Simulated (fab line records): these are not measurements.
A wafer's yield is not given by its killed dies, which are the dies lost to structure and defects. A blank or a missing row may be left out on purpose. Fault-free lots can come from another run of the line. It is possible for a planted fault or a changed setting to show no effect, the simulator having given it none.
8D (eight disciplines) problem report, filled in by code :: flow berkeley_cmos170 :: the parts of the form that need people (team, actions taken, sign-off) are left out

== 1. THE ISSUE ==
SILICIDE_TI_RS at UCB170_SILICIDE_RS_MEAS_02 reads a mean of 19.4 ohm/sq on 1 wafer of 1 lot; wafers without a fault read 26.1 ohm/sq with a standard deviation of 0.31. That puts it -22 standard deviations away from the usual mean.
The step: measures by four-point-probe.
Earliest sighting: wafer L161.2 on film_metro-01 at day 9 11:49. The record holds 39 wafers of 13 lots with a number at this step. The rule behind "out" and "out of limits": a value lying over 4 standard deviations away from the usual mean. Any other wafer with a number is counted as sound.

== 2. WHAT IT IS, WHAT IT ISN'T ==
question: which readings at this step
is: SILICIDE_TI_RS
is not: -

question: which lots
is: L161
is not: L150, L152, L153, L154, L155, L157, L159, L163, L167, L170, L171, L172

question: which wafers of those lots
is: L161.2
is not: L161.4, L161.5

question: read on which gauges
is: film_metro-01
is not: film_metro-03, film_metro-04

question: when
is: from day 9 11:49
is not: up to then (26 sound wafers); but 12 sound wafers of L167, L170, L171, L172 came after

== 3. SUSPECTS, AND WHAT RULES EACH OUT ==
Counting: any tool at a process step up to the reading remains a suspect provided it ran every lot that is out. Sound lots after the first of them don't rule it out here, since some wafers of a struck lot are sound.
- the gauge at UCB170_SILICIDE_RS_MEAS_02 is ruled out. All the wafers that are out were read on film_metro-01, but those of them that UCB170_SILICIDE_SPUTTER_01 has rows for are out there too, on other tools.
- pvd_sputter-03 at UCB170_SILICIDE_SPUTTER_01 (material Ti, target thk 30 nm, time 25 s): kept. L161, the lot that is out, went through it at day 9 11:46; up to then, the latest sound lot through it was L159 at day 8 21:10. On those wafers its own readings are out: cathode_dc_power_W.
The count leaves pvd_sputter-03 at UCB170_SILICIDE_SPUTTER_01.

== 4. THE CAUSE (what the simulator had put in) ==
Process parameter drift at UCB170_SILICIDE_SPUTTER_01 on pvd_sputter-03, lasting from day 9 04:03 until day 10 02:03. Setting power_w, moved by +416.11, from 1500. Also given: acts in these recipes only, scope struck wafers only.
This tool alone remained once counting was done.

== 5. THE EFFECT CHAIN, in route order ==
One row per reading whose mean, taken over the struck wafers that have a number, lies over 3 standard deviations from the usual. Scope: only readings with a usual standard deviation given in the record; hours: median across lots of the time from each lot's start at the first step in this table that gives one to its start at this step; sigmas: change in usual standard deviations.
hours: 0
step: UCB170_SILICIDE_SPUTTER_01
reading: cathode_dc_power_W
usual: 1500.0 W
on struck wafers: 1915.9
change: +415.9
sigmas: +99 or more

hours: 0
step: UCB170_SILICIDE_RS_MEAS_02
reading: SILICIDE_TI_RS
usual: 26.1 ohm/sq
on struck wafers: 19.4
change: -6.7
sigmas: -22

hours: 0
step: UCB170_SILICIDE_THK_MEAS_03
reading: SILICIDE_TI_THK
usual: 29.7 nm
on struck wafers: 38.2
change: +8.5
sigmas: +25
Process steps it contains:
- UCB170_SILICIDE_SPUTTER_01: material Ti, target thk 30 nm, time 25 s.
Later steps that measure or inspect, where all struck wafers having a row at the step show a number for every such reading and not one has moved that far: UCB170_CONTACT_CD_MEAS_90, UCB170_M1_OVL_MEAS_10, UCB170_V1_THK_MEAS_01.

== 6. WHAT WOULD HAVE CAUGHT IT SOONER ==
In this record the first reading out of limits at a measuring or inspecting step was taken at day 9 11:49, 8 hours after the fault began at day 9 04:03.
The tool's own readings at UCB170_SILICIDE_SPUTTER_01 were out on every struck wafer that the step has a row for (cathode_dc_power_W): an alarm limit on them would have fired on the first of those.
The start of UCB170_SILICIDE_SPUTTER_01 on pvd_sputter-03 came by day 9 11:49 for every one of the lots that are out (1). Holding the tool at that point would not have protected any of them.
